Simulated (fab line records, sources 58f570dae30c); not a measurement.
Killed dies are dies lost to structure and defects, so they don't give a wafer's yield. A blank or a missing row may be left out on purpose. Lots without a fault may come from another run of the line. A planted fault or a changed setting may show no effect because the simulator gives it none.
fab line records | flow berkeley_cmos170
record lots=6 wafers=18 last_day=13
route steps=331 shown FIELD@89 SACOX@97 SCREENOX@100 NVT@104 PVT@115 GATE@125 M2@288 M3@331
lots that met no fault: from a run of the same line without faults
start_h: hours from the record's first day to the start of the lot's first wafer shown | wait_h: hours since the lot's step before | " the same as in the row above | L1.1+2: a row that stands for several wafers | - no value, or no start given | * or withheld: withheld | < > ~ a bound
route shown NAME@n: a module of which the file shows steps, and the number in the route of the first | usual: mean/standard deviation of fault-free wafers | same: alike in all rows | chamber/n: place in a boat | sites: the reading at each site | _std_site: their standard deviation | _edge_site: outer sites' mean less inner sites' | radius_mm: how far each site lies from the wafer's centre | mask NAME#n: copy n | behind: the tool/chamber that last shaped the wafer | hold: why the lot was held/for how many hours/how that ended | device: the transistor (n, p or np) that didn't switch | end of line: the same wafers' tests at the end of the route | a step without rows: its recipe alone | killed: dies lost to structure and defects at the first sort, not the wafer's yield | map: a wafer's dies, x killed, . not, _ none there
set.NAME: the setting as run; set.NAME@STEP: as run at that earlier step | model.NAME: the simulator's own value behind a step, which no gauge read
lots at some steps of the route; a table a step, a row a wafer
services: from which hour (start_h, from the record's first day; less than 0 if before it) a tool's chamber was out of use, for how many hours, and why
## steps
# step UCB170_FIELD_CLEAN_00
# recipe chemistry=dHF dilution=25:1 time_s=7.5
# step UCB170_FIELD_OXIDATION_01
# recipe temp_c=1000 ambient=H2O p_h2o_torr=584.62 target_thk_a=5583 ox_time_s=7200
# step UCB170_FIELD_THK_MEAS_02
# recipe reads=SiO2_of_FIELD_OXIDATION_01
# usual FIELD_OXIDE_THK=552/11
# columns lot.wafer tool chamber start_h wait_h FIELD_OXIDE_THK[nm]
L805.1 film_metro-01 - 111.65 0.0 565
L805.2 " - " " 569
L805.5 " - " " 562
L808.2 film_metro-03 - 124.40 0.0 554
L808.3 " - " " 548
L808.4 " - " " 553
L809.1 film_metro-03 - 134.43 0.0 557
L809.3 " - " " 559
L809.5 " - " " 564
L818.1 film_metro-03 - 180.12 0.0 540
L818.2 " - " " 541
L818.5 " - " " 536
L819.1 film_metro-02 - 180.12 0.0 541
L819.2 " - " " 547
L819.4 " - " " 544
L826.2 film_metro-03 - 217.63 0.0 554
L826.4 " - " " 557
L826.5 " - " " 557
# step UCB170_FIELD_ANNEAL_03
# recipe temp_c=1000 time_s=1200 ambient=N2
# step UCB170_FIELD_WET_ETCH_04
# recipe chemistry=dHF dilution=10:1 target=SiO2 temp_c=25 time_s=60
# step UCB170_FIELD_WET_ETCH_05
# recipe chemistry=H3PO4 target=Si3N4 temp_c=160 time_s=12600
# step UCB170_FIELD_WET_ETCH_06
# recipe chemistry=BOE dilution=5:1 target=SiO2 temp_c=25 time_s=22
# step UCB170_FIELD_THK_MEAS_90
# recipe reads=SiO2_of_FIELD_OXIDATION_01
# usual FIELD_OXIDE_LEFT_1_THK=436/11
# columns lot.wafer tool chamber start_h wait_h FIELD_OXIDE_LEFT_1_THK[nm]
L805.1 film_metro-02 - 120.56 0.0 448
L805.2 " - " " 451
L805.5 " - " " 445
L808.2 film_metro-03 - 133.48 0.0 437
L808.3 " - " " 431
L808.4 " - " " 436
L809.1 film_metro-02 - 144.30 0.0 440
L809.3 " - " " 443
L809.5 " - " " 448
L819.1 film_metro-03 - 189.13 0.0 424
L819.2 " - " " 430
L819.4 " - " " 426
L818.1 film_metro-02 - 189.15 0.0 424
L818.2 " - " " 425
L818.5 " - " " 420
L826.2 film_metro-02 - 227.26 0.0 437
L826.4 " - " " 440
L826.5 " - " " 439
# step UCB170_SACOX_CLEAN_00
# recipe chemistry=dHF dilution=25:1 time_s=7.5
# step UCB170_SACOX_OXIDATION_01
# recipe temp_c=900 ambient=O2 target_thk_a=144 ox_time_s=2400
# step UCB170_SACOX_THK_MEAS_02
# recipe reads=SiO2_of_SACOX_OXIDATION_01
# usual SACOX_OXIDE_THK=14.40/0.29
# columns lot.wafer tool chamber start_h wait_h SACOX_OXIDE_THK[nm]
L805.1 film_metro-02 - 127.30 0.0 13.95
L805.2 " - " " 14.25
L805.5 " - " " 14.01
L808.2 film_metro-02 - 138.60 0.0 14.79
L808.3 " - " " 14.75
L808.4 " - " " 14.50
L809.1 film_metro-02 - 151.80 0.0 14.98
L809.3 " - " " 14.84
L809.5 " - " " 14.79
L818.1 film_metro-02 - 194.74 0.0 14.11
L818.2 " - " " 14.34
L818.5 " - " " 14.05
L819.1 film_metro-03 - 194.74 0.0 14.16
L819.2 " - " " 13.98
L819.4 " - " " 14.18
L826.2 film_metro-04 - 234.95 0.0 13.86
L826.4 " - " " 13.99
L826.5 " - " " 13.89
# step UCB170_SCREENOX_WET_ETCH_00
# recipe chemistry=dHF dilution=25:1 target=SiO2 temp_c=25 time_s=200
# step UCB170_SCREENOX_OXIDATION_01
# recipe temp_c=900 ambient=O2 target_thk_a=144 ox_time_s=2400
# usual spike_tc_centre_C=902.2/1.1 spike_tc_load_C=923.1/1.4 spike_tc_source_C=925.0/1.7 tube_center_temp_C=900.00/0.096 tube_center_temp_C_max=902.4/0.39
# columns lot.wafer tool chamber start_h wait_h spike_tc_centre_C spike_tc_load_C spike_tc_source_C tube_center_temp_C tube_center_temp_C_max model.SiO2_of_SCREENOX_OXIDATION_01.thk_nm
L805.1 furnace-01 0 130.97 3.5 901.4 921.0 924.9 899.90 902.2 14.15
L805.2 " 0 " " 902.9 922.5 926.1 900.02 902.6 14.02
L805.5 " 0 " " 902.2 923.1 926.5 900.00 901.9 14.06
L808.2 furnace-01 0 141.97 3.3 903.5 921.1 925.9 900.08 901.7 14.36
L808.3 " 0 " " 902.6 922.0 927.3 900.04 901.9 14.64
L808.4 " 0 " " 900.8 920.9 927.6 899.94 902.4 14.54
L809.1 furnace-04 0 155.36 3.4 900.7 925.2 925.3 900.14 902.6 14.09
L809.3 " 0 " " 901.4 924.0 924.3 900.09 902.6 14.36
L809.5 " 0 " " 903.7 923.8 925.5 899.97 902.1 14.39
L818.1 furnace-04 0 198.29 3.4 875.7 895.4 897.9 872.75 875.1 10.73
L818.2 " 0 " " 874.9 893.9 896.8 872.48 875.0 10.55
L818.5 " 0 " " 874.1 895.4 897.0 872.63 874.7 10.72
L819.1 furnace-04 0 198.29 3.4 875.2 896.6 897.4 872.48 874.7 11.07
L819.2 " 0 " " 873.8 896.1 898.4 872.61 874.6 10.63
L819.4 " 0 " " 875.3 895.9 896.8 872.63 874.9 10.82
L826.2 furnace-02 0 240.27 5.1 904.2 921.0 918.1 900.17 902.9 14.59
L826.4 " 0 " " 904.9 920.9 920.9 900.04 901.8 14.41
L826.5 " 0 " " 905.0 920.9 918.4 900.21 902.0 14.34
# step UCB170_SCREENOX_THK_MEAS_02
# recipe reads=SiO2_of_SCREENOX_OXIDATION_01
# usual SCREENOX_OXIDE_THK=14.41/0.24
# columns lot.wafer tool chamber start_h wait_h SCREENOX_OXIDE_THK[nm]
L805.1 film_metro-01 - 132.64 0.0 14.16
L805.2 " - " " 14.02
L805.5 " - " " 14.08
L808.2 film_metro-01 - 143.69 0.1 14.31
L808.3 " - " " 14.63
L808.4 " - " " 14.50
L809.1 film_metro-01 - 157.03 0.0 14.10
L809.3 " - " " 14.33
L809.5 " - " " 14.38
L819.1 film_metro-01 - 199.95 0.0 11.01
L819.2 " - " " 10.65
L819.4 " - " " 10.81
L818.1 film_metro-04 - 200.01 0.1 10.74
L818.2 " - " " 10.54
L818.5 " - " " 10.75
L826.2 film_metro-04 - 241.95 0.0 14.60
L826.4 " - " " 14.36
L826.5 " - " " 14.40
# step UCB170_SCREENOX_ANNEAL_03
# recipe temp_c=900 time_s=900 ambient=N2
# step UCB170_NVT_HMDS_00
# recipe prime_time_s=60 prime_temp_c=100
# step UCB170_NVT_COAT_01
# recipe resist=KrF spin_rpm=1500 resist_thk_nm=900
# step UCB170_NVT_SOFTBAKE_02
# recipe resist=KrF temp_c=130 time_s=60
# step UCB170_NVT_EXPOSE_03
# recipe mask_id=PWELL target_cd_nm=3000 na=0.5 sigma_outer=0.6 source_shape=conventional dose_mj=30
# step UCB170_NVT_PEB_04
# recipe peb_temp_c=130 peb_time_s=withheld resist=KrF
# step UCB170_NVT_DEVELOP_05
# recipe developer=TMAH develop_time_s=45 resist=KrF dev_temp_c=21
# step UCB170_NVT_OVL_MEAS_06
# usual NVT_OVL=0/6.4
# columns lot.wafer tool chamber start_h wait_h NVT_OVL[nm]
L805.1 overlay-02 - 138.52 - 5
L805.2 " - " " 5
L805.5 " - " " 10
L808.2 overlay-02 - 150.46 - 0
L808.3 " - " " -5
L808.4 " - " " -1
L809.1 overlay-02 - 163.43 - 5
L809.3 " - " " 2
L809.5 " - " " -5
L818.1 overlay-02 - 206.82 - 2
L818.2 " - " " -4
L818.5 " - " " 10
L819.1 overlay-01 - 207.09 - 4
L819.2 " - " " 8
L819.4 " - " " 1
L826.2 overlay-02 - 248.42 - -2
L826.4 " - " " -3
L826.5 " - " " -1
# step UCB170_NVT_IMPLANT_07
# recipe species=BF2 dose_cm2=3e+12 energy_kev=50 tilt_deg=7
# step UCB170_NVT_STRIP_08
# recipe chemistry=O2 power_w=400 pressure_mtorr=3500 platen_temp_c=withheld o2_flow_sccm=400 overash_fraction=0.5
# usual drypump_motor_current_A=6.0/0.5 oes_product_au=0.735/0.0047 strip_time_to_endpoint_s=21.64/0.051
# columns lot.wafer tool chamber start_h wait_h drypump_motor_current_A oes_product_au rf_hours_counter_h strip_time_to_endpoint_s
L805.1 plasma_asher-04 1 138.70 0.1 5.9 0.738 42 21.58
L805.2 " 0 " " 6.2 0.743 42 21.61
L805.5 " 1 " " 5.8 0.728 - 21.64
L808.2 plasma_asher-01 0 150.64 0.1 5.2 0.730 44 21.65
L808.3 " 1 " " 5.1 0.737 - 21.67
L808.4 " 0 " " 5.2 0.727 - 21.62
L809.1 plasma_asher-04 0 163.62 0.1 6.3 0.728 45 21.65
L809.3 " 0 " " 6.2 0.732 - 21.59
L809.5 " 1 " " 5.9 0.731 - 21.68
L818.1 plasma_asher-04 1 207.00 0.1 5.9 0.731 51 21.68
L818.2 " 0 " " 6.3 0.735 51 21.71
L818.5 " 0 " " 6.2 0.729 - 21.69
L819.1 plasma_asher-02 1 207.28 0.1 6.1 0.731 11 21.61
L819.2 " 0 " " 6.6 0.726 11 21.62
L819.4 " 1 " " 6.1 0.727 - 21.58
L826.2 plasma_asher-02 1 248.60 0.1 6.1 0.734 15 21.69
L826.4 " 1 " " 6.1 0.731 - 21.65
L826.5 " 0 " " 6.5 0.735 - 21.60
# step UCB170_NVT_TW_MEAS_09
# usual NVT_TW=520/3.7
# columns lot.wafer tool chamber start_h wait_h NVT_TW
L805.1 film_metro-04 - 138.80 0.1 522
L805.2 " - " " 521
L805.5 " - " " 523
L808.2 film_metro-01 - 150.75 0.1 520
L808.3 " - " " 524
L808.4 " - " " 519
L809.1 film_metro-03 - 163.72 0.1 522
L809.3 " - " " 521
L809.5 " - " " 524
L818.1 film_metro-03 - 207.10 0.1 518
L818.2 " - " " 519
L818.5 " - " " 520
L819.1 film_metro-03 - 207.38 0.1 518
L819.2 " - " " 522
L819.4 " - " " 517
L826.2 film_metro-01 - 248.71 0.1 521
L826.4 " - " " 522
L826.5 " - " " 519
# step UCB170_NVT_CLEAN_10
# recipe chemistry=SPM temp_c=120 time_s=600
# step UCB170_PVT_HMDS_00
# recipe prime_time_s=60 prime_temp_c=100
# step UCB170_PVT_COAT_01
# recipe resist=KrF spin_rpm=1500 resist_thk_nm=900
# step UCB170_PVT_SOFTBAKE_02
# recipe resist=KrF temp_c=130 time_s=60
# step UCB170_PVT_EXPOSE_03
# recipe mask_id=NWELL target_cd_nm=3000 na=0.5 sigma_outer=0.6 source_shape=conventional dose_mj=30
# step UCB170_PVT_PEB_04
# recipe peb_temp_c=130 peb_time_s=withheld resist=KrF
# step UCB170_PVT_DEVELOP_05
# recipe developer=TMAH develop_time_s=45 resist=KrF dev_temp_c=21
# step UCB170_PVT_OVL_MEAS_06
# usual PVT_OVL=3/5.2
# columns lot.wafer tool chamber start_h wait_h PVT_OVL[nm]
L805.1 overlay-02 - 143.01 - -5
L805.2 " - " " 4
L805.5 " - " " -1
L808.2 overlay-02 - 152.23 - -1
L808.3 " - " " -6
L808.4 " - " " -4
L809.1 overlay-02 - 165.98 - 8
L809.3 " - " " 9
L809.5 " - " " 9
L818.1 overlay-01 - 208.51 - 0
L818.2 " - " " 2
L818.5 " - " " 5
L819.1 overlay-02 - 208.78 - -1
L819.2 " - " " -5
L819.4 " - " " -7
L826.2 overlay-01 - 250.42 - 14
L826.4 " - " " 7
L826.5 " - " " 6
# step UCB170_PVT_IMPLANT_07
# recipe species=P dose_cm2=2e+12 energy_kev=30 tilt_deg=7
# step UCB170_PVT_STRIP_08
# recipe chemistry=O2 power_w=400 pressure_mtorr=3500 platen_temp_c=withheld o2_flow_sccm=400 overash_fraction=0.5
# usual drypump_motor_current_A=5.6/0.48 oes_product_au=0.734/0.0044 strip_time_to_endpoint_s=21.63/0.053
# columns lot.wafer tool chamber start_h wait_h drypump_motor_current_A oes_product_au rf_hours_counter_h strip_time_to_endpoint_s
L805.1 plasma_asher-03 1 143.20 0.1 5.8 0.735 31 21.65
L805.2 " 0 " " 5.7 0.736 31 21.66
L805.5 " 0 " " 5.7 0.729 - 21.66
L808.2 plasma_asher-01 1 152.41 0.1 5.1 0.732 45 21.65
L808.3 " 1 " " 5.1 0.729 - 21.65
L808.4 " 0 " " 5.2 0.735 - 21.69
L809.1 plasma_asher-03 1 166.17 0.1 5.7 0.734 34 21.63
L809.3 " 0 " " 5.7 0.735 - 21.61
L809.5 " 0 " " 5.7 0.729 - 21.61
L818.1 plasma_asher-03 1 208.69 0.1 5.8 0.729 39 21.55
L818.2 " 0 " " 5.7 0.739 39 21.60
L818.5 " 0 " " 5.7 0.726 - 21.51
L819.1 plasma_asher-01 1 208.97 0.1 5.1 0.737 50 21.53
L819.2 " 0 " " 5.2 0.729 50 21.54
L819.4 " 0 " " 5.2 0.728 - 21.55
L826.2 plasma_asher-01 0 250.60 0.1 5.2 0.742 55 21.58
L826.4 " 1 " " 5.1 0.728 - 21.61
L826.5 " 1 " " 5.1 0.730 - 21.65
# step UCB170_PVT_TW_MEAS_09
# usual PVT_TW=507/6.2
# columns lot.wafer tool chamber start_h wait_h PVT_TW
L805.1 film_metro-03 - 143.30 0.1 507
L805.2 " - " " 506
L805.5 " - " " 507
L808.2 film_metro-02 - 152.52 0.1 521
L808.3 " - " " 519
L808.4 " - " " 521
L809.1 film_metro-01 - 166.27 0.1 507
L809.3 " - " " 506
L809.5 " - " " 506
L818.1 film_metro-02 - 208.79 0.1 512
L818.2 " - " " 511
L818.5 " - " " 511
L819.1 film_metro-01 - 209.07 0.1 501
L819.2 " - " " 503
L819.4 " - " " 498
L826.2 film_metro-03 - 250.71 0.1 503
L826.4 " - " " 505
L826.5 " - " " 507
# step UCB170_GATE_WET_ETCH_00
# recipe chemistry=dHF dilution=25:1 target=SiO2 temp_c=25 time_s=200
# step UCB170_FIELD_THK_MEAS_91
# recipe reads=SiO2_of_FIELD_OXIDATION_01
# usual FIELD_OXIDE_LEFT_2_THK=347/11
# columns lot.wafer tool chamber start_h wait_h FIELD_OXIDE_LEFT_2_THK[nm]
L805.1 film_metro-01 - 143.43 0.0 359
L805.2 " - " " 362
L805.5 " - " " 355
L808.2 film_metro-01 - 152.64 0.0 349
L808.3 " - " " 343
L808.4 " - " " 349
L809.1 film_metro-03 - 166.49 0.0 352
L809.3 " - " " 354
L809.5 " - " " 359
L818.1 film_metro-01 - 209.13 0.0 335
L818.2 " - " " 337
L818.5 " - " " 331
L819.1 film_metro-03 - 209.21 0.0 335
L819.2 " - " " 341
L819.4 " - " " 338
L826.2 film_metro-02 - 250.84 0.0 349
L826.4 " - " " 351
L826.5 " - " " 351
# step UCB170_GATE_OXIDATION_01
# recipe temp_c=850 ambient=O2 target_thk_a=66 ox_time_s=1800
# step UCB170_GATE_THK_MEAS_02
# recipe reads=SiO2_of_GATE_OXIDATION_01
# usual GATE_OXIDE_THK=6.56/0.17
# columns lot.wafer tool chamber start_h wait_h GATE_OXIDE_THK[nm]
L805.1 film_metro-02 - 147.28 0.0 6.43
L805.2 " - " " 6.54
L805.5 " - " " 6.50
L808.2 film_metro-03 - 158.54 0.0 6.68
L808.3 " - " " 6.72
L808.4 " - " " 6.72
L809.1 film_metro-04 - 171.59 0.0 6.68
L809.3 " - " " 6.73
L809.5 " - " " 6.59
L818.1 film_metro-02 - 214.65 0.1 6.56
L818.2 " - " " 6.50
L818.5 " - " " 6.62
L819.1 film_metro-03 - 214.69 0.1 6.47
L819.2 " - " " 6.36
L819.4 " - " " 6.31
L826.2 film_metro-02 - 255.96 0.0 6.65
L826.4 " - " " 6.70
L826.5 " - " " 6.71
# step UCB170_GATE_ANNEAL_03
# recipe temp_c=900 time_s=1800 ambient=N2
# step UCB170_GATE_CVD_04
# recipe material=poly-Si temp_c=610 precursor=SiH4 time_s=1440 pressure_mtorr=375 target_thk_nm=214 sih4_flow_sccm=120
# step UCB170_M2_ETCH_17
# recipe chemistry=N2/H2 target_depth_a=withheld overetch_a=withheld target=BARC time_s=withheld source_w=500 bias_w=100 pressure_mtorr=30 n2_flow_sccm=100 h2_flow_sccm=200
# usual drypump_motor_current_A=5.7/0.54 oes_product_au=0.989/0.026 throttle_valve_pct=13.23/0.11
# columns lot.wafer tool chamber start_h wait_h drypump_motor_current_A oes_product_au throttle_valve_pct model.M2.cd_nm
L805.1 rie_diel-04 3 193.53 0.0 5.9 0.987 13.35 699.4
L805.2 " 2 " " 6.2 0.994 13.11 698.4
L805.5 " 2 " " 6.1 1.008 13.11 698.5
L808.2 rie_diel-03 3 199.62 0.0 4.9 0.998 13.23 698.7
L808.3 " 1 " " 5.0 0.952 13.12 697.9
L808.4 " 0 " " 6.3 0.960 13.48 699.6
L809.1 rie_diel-03 2 213.54 0.0 6.6 1.033 13.24 699
L809.3 " 1 " " 4.9 0.967 13.11 699.4
L809.5 " 3 " " 4.9 0.997 13.21 700
L819.1 rie_diel-04 0 260.94 0.0 5.8 0.979 13.21 691.3
L819.2 " 3 " " 5.9 0.993 13.35 691.1
L819.4 " 1 " " 6.3 1.033 13.25 689.9
L826.2 rie_diel-04 0 295.39 0.0 5.8 0.986 13.20 699.5
L826.4 " 2 " " 6.2 0.993 13.12 698.5
L826.5 " 3 " " 5.9 1.001 13.34 700
# step UCB170_M2_METAL_ETCH_18
# recipe chemistry=Cl2/BCl3 target=Al stop_on=SiO2 pressure_mtorr=12 target_depth_a=11700 over_etch_frac=0.3 time_s=195 icp_w=600 bias_w=120 Cl2_flow_sccm=90 bcl3_flow_sccm=45
# usual drypump_motor_current_A=5.6/0.4 oes_product_au=0.855/0.015 throttle_valve_pct=24.29/0.2
# columns lot.wafer tool chamber start_h wait_h drypump_motor_current_A oes_product_au rf_hours_counter_h throttle_valve_pct model.M2.cd_nm
L805.1 rie_metal-01 0 193.57 - 6.4 0.829 8 24.22 705.5
L805.2 " 1 " " 5.8 0.844 17 24.22 706.4
L805.5 " 1 " " 5.8 0.851 - 24.22 707.1
L808.2 rie_metal-01 0 199.73 - 6.4 0.843 - 24.23 708.4
L808.3 " 0 " " 6.4 0.852 - 24.22 705
L808.4 " 0 " " 6.4 0.843 - 24.21 704.6
L809.1 rie_metal-04 1 213.59 - 5.7 0.846 11 24.44 696.8
L809.3 " 0 " " 5.5 0.872 - 24.10 695.6
L809.5 " 1 " " 5.7 0.843 - 24.45 699.4
L819.1 rie_metal-04 0 260.98 - 5.5 0.881 6 24.12 682.2
L819.2 " 1 " " 5.7 0.839 12 24.47 693.4
L819.4 " 1 " " 5.7 0.828 - 24.46 687.8
L826.2 rie_metal-04 0 295.44 - 5.5 0.880 7 24.09 690.3
L826.4 " 0 " " 5.5 0.888 - 24.11 688.8
L826.5 " 1 " " 5.7 0.832 - 24.45 698
# step UCB170_M3_PROBE_99
# columns lot.wafer tool chamber start_h wait_h model.etest.cap_p_gate.c_min_ff_um2 model.etest.nmos_0p35.body_rise_v
L805.1 prober-02 - 201.52 0.1 1.147 0.3211
L805.2 prober-02 - 201.57 0.1 1.145 0.3257
L805.5 prober-02 - 201.72 0.2 1.138 0.322
L808.2 prober-02 - 205.92 0.1 1.133 0.3259
L808.3 prober-02 - 205.97 0.2 1.133 0.3281
L808.4 prober-02 - 206.02 0.2 1.133 0.3279
L809.1 prober-01 - 219.70 0.1 1.13 0.3219
L809.3 prober-01 - 219.80 0.2 1.133 0.3248
L809.5 prober-01 - 219.90 0.2 1.132 0.3197
L819.1 prober-02 - 267.78 0.1 1.152 0.3258
L819.2 prober-02 - 267.83 0.1 1.156 0.3242
L819.4 prober-02 - 267.93 0.2 1.16 0.3218
L826.2 prober-01 - 301.26 0.1 1.143 0.3271
L826.4 prober-01 - 301.36 0.2 1.14 0.3301
L826.5 prober-01 - 301.41 0.2 1.135 0.3293
# killed by level:class
L805.1 WELLDRIVE:geometric_particle:open=1 V2:geometric_particle:short=1
L805.2 START:geometric_particle:open=1 SPACER:geometric_particle:short=1
L808.2 FIELD:geometric_particle:open=1 SACOX:geometric_particle:short=1 GATE:geometric_particle:open=1
L808.3 SACOX:geometric_particle:open=1 GATE:geometric_particle:open=1 SILICIDE:geometric_particle:short=1
L808.4 SPACER:geometric_particle:short=1 V1:geometric_particle:open=1
L809.1 SCREENOX:geometric_particle:short=1
L809.3 GATE:geometric_particle:open=1 V1:geometric_particle:open=1 V2:geometric_particle:open=1 V2:geometric_particle:short=1
L809.5 SACOX:geometric_particle:short=1 GATE:geometric_particle:open=1 CONTACT:geometric_particle:short=1 V2:geometric_particle:short=1
L826.2 GATE:geometric_particle:open=2 ACTIVE:geometric_particle:open=1 CONTACT:geometric_particle:short=1 M2:geometric_particle:short=1
L826.4 ACTIVE:geometric_particle:short=1 V2:geometric_particle:open=1
L826.5 FIELD:geometric_particle:short=1 GATE:geometric_particle:short=1 SPACER:geometric_particle:short=1 M2:geometric_particle:short=1 M3:geometric_particle:short=1
## services
# columns tool chamber start_h hours kind
plasma_asher-02 - 108.75 9.0 pm
rie_diel-04 - 114.57 0.8 repair
rie_diel-03 2 146.25 8.0 repair
furnace-01 - 146.34 3.8 pm
plasma_asher-03 - 150.70 2.0 repair
rie_diel-04 2 154.10 8.6 repair
rie_diel-04 0 176.83 - clean
rie_diel-04 0 176.83 15.7 scheduled_down
rie_diel-04 0 176.83 15.7 vent_cycle
rie_diel-03 0 176.90 11.7 repair
rie_diel-04 1 202.27 11.4 repair
rie_diel-03 0 210.08 21.5 repair
rie_diel-03 - 210.69 0.3 repair
rie_metal-01 0 221.87 4.9 repair
plasma_asher-02 - 235.21 0.7 repair
plasma_asher-03 - 235.65 2.8 pm
rie_metal-01 1 272.68 4.1 repair
plasma_asher-01 - 274.61 1.0 repair
furnace-02 - 275.45 11.5 pm
rie_metal-04 - 279.76 0.8 repair
plasma_asher-02 - 282.68 5.2 repair
furnace-04 - 287.09 3.2 pm
furnace-01 - 289.59 3.8 pm
plasma_asher-04 - 291.23 2.8 pm
## key
first_sign step=UCB170_SCREENOX_OXIDATION_01 reading=tube_center_temp_C direction=down sigmas=99+ usual=* struck=*
effect step=UCB170_SCREENOX_OXIDATION_01 reading=tube_center_temp_C_max direction=down sigmas=71 usual=* struck=*
effect step=UCB170_SCREENOX_THK_MEAS_02 reading=SCREENOX_OXIDE_THK direction=down sigmas=15 usual=14.41 struck=10.75
model_effect step=UCB170_SCREENOX_OXIDATION_01 value=SiO2_of_SCREENOX_OXIDATION_01.thk_nm without=14.5 struck=10.75
model_effect step=UCB170_M2_ETCH_17 value=M2.cd_nm without=700 struck=690.8
model_effect step=UCB170_M2_METAL_ETCH_18 value=M2.cd_nm without=697 struck=687.8
model_effect step=UCB170_M3_PROBE_99 value=etest.cap_p_gate.c_min_ff_um2 without=1.138 struck=1.156
met_at UCB170_SCREENOX_OXIDATION_01
struck_wafers L818.1,L818.2,L818.5,L819.1,L819.2,L819.4
rows_end L818.1,L818.2,L818.5
sort_left_out L819.1,L819.2,L819.4
tester_left_out L819
loop_trim step=UCB170_M2_EXPOSE_12 setting=dose lots=L818,L819
onset_between 155.36 198.29
fault kind=process_parameter_drift tool=furnace-04 chamber=- onset_h=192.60 steps=UCB170_SCREENOX_OXIDATION_01 channel=temp_c offset=* shape=step end_h=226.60 acts_in=* stated=*
# tester_left_out: of these lots the tester's yield and bins aren't shown, on N5 and GAA mostly nor the transistor test; their killed dies are dies lost to structure and defects alone, not to doping, threshold or leakage, so they don't give the yield
# sort_left_out: the simulated sort isn't trusted on such a fault, so these wafers' sort isn't shown, and their yield isn't known
# rows_end: these wafers met a further fault down the route, and their rows from its step on are left out
# loop_trim: a control loop set the setting to another value than it would have without faults
